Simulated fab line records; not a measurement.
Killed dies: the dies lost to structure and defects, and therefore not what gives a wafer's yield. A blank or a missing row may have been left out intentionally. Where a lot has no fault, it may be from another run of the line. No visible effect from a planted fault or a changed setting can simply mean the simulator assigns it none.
Which tool was responsible? + flow rit-cmos + 21 wafers from 7 lots sampled at 2 of the route's 202 steps

== WHAT EACH GAUGE READ, for each wafer ==
RIT_ACTIVE_CD_MEAS_11 targets a cd of 1400 nm.
| lot  | measured    | on        | cd-nm (nm)           |
|------|-------------|-----------|----------------------|
| L104 | day 1 21:05 | cd-sem-02 | 1399.3 1401.0 1402.2 |
| L108 | day 2 15:26 | cd-sem-02 | 1398.4 1399.8 1400.1 |
| L110 | day 3 02:16 | cd-sem-02 | 1398.8 1396.3 1400.2 |
| L113 | day 3 20:53 | cd-sem-02 | 1405.9 1409.1 1407.2 |
| L120 | day 5 05:53 | cd-sem-02 | 1401.5 1400.8 1401.9 |
| L123 | day 5 19:23 | cd-sem-02 | 1400.7 1400.2 1400.1 |
| L126 | day 6 12:25 | cd-sem-02 | 1398.9 1397.2 1399.2 |

== EACH LOT AND THE TOOL THAT RAN IT (in order: tool; ch and the chambers of the sampled wafers; start) ==
| lot  | RIT_ACTIVE_DEVELOP_10            |
|------|----------------------------------|
| L104 | litho-track-04 ch 0, day 1 20:00 |
| L108 | litho-track-02 ch 0, day 2 15:00 |
| L110 | litho-track-04 ch 0, day 3 02:00 |
| L113 | litho-track-04 ch 0, day 3 20:00 |
| L120 | litho-track-03 ch 0, day 5 05:00 |
| L123 | litho-track-03 ch 0, day 5 19:00 |
| L126 | litho-track-03 ch 0, day 6 12:00 |
- RIT_ACTIVE_DEVELOP_10: develop time 50 s.

== THE ANSWER, worked out from the rows above alone ==
Rule: what is usual is taken from the lots themselves. The widest of any qualifying gaps counts: lots, ordered by their means at a reading, are off when they make up no more than a third of the lots, leave a main group of 4 or more, and stand apart from it by 3 or more times the standard deviation of that group's means. Not used: any main group whose means are identical at the precision the tables above print for the reading. Also off: a lot with no number at a reading for which 4 or more lots have one. All remaining lots with rows at the step are treated as sound.
Off, at RIT_ACTIVE_CD_MEAS_11 on cd-nm: L113. The main group: mean 1399.8 nm, standard deviation 1.1.
If a tool, at a process step before that reading, ran all the lots that are off and no sound lot after the first of them, it fits. Those tools and the gauges at RIT_ACTIVE_CD_MEAS_11 are tried in the same way. One candidate fits, namely litho-track-04 at RIT_ACTIVE_DEVELOP_10. A fault onset in the window from L110 (day 3 02:00, its last sound lot) to L113 (day 3 20:00, its first lot off) fits.

== WHAT THE SIMULATOR HAD INSERTED ==
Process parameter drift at RIT_ACTIVE_DEVELOP_10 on litho-track-04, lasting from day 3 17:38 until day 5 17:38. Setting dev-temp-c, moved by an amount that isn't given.
Lots struck among those shown: L113. The rule above found the same.
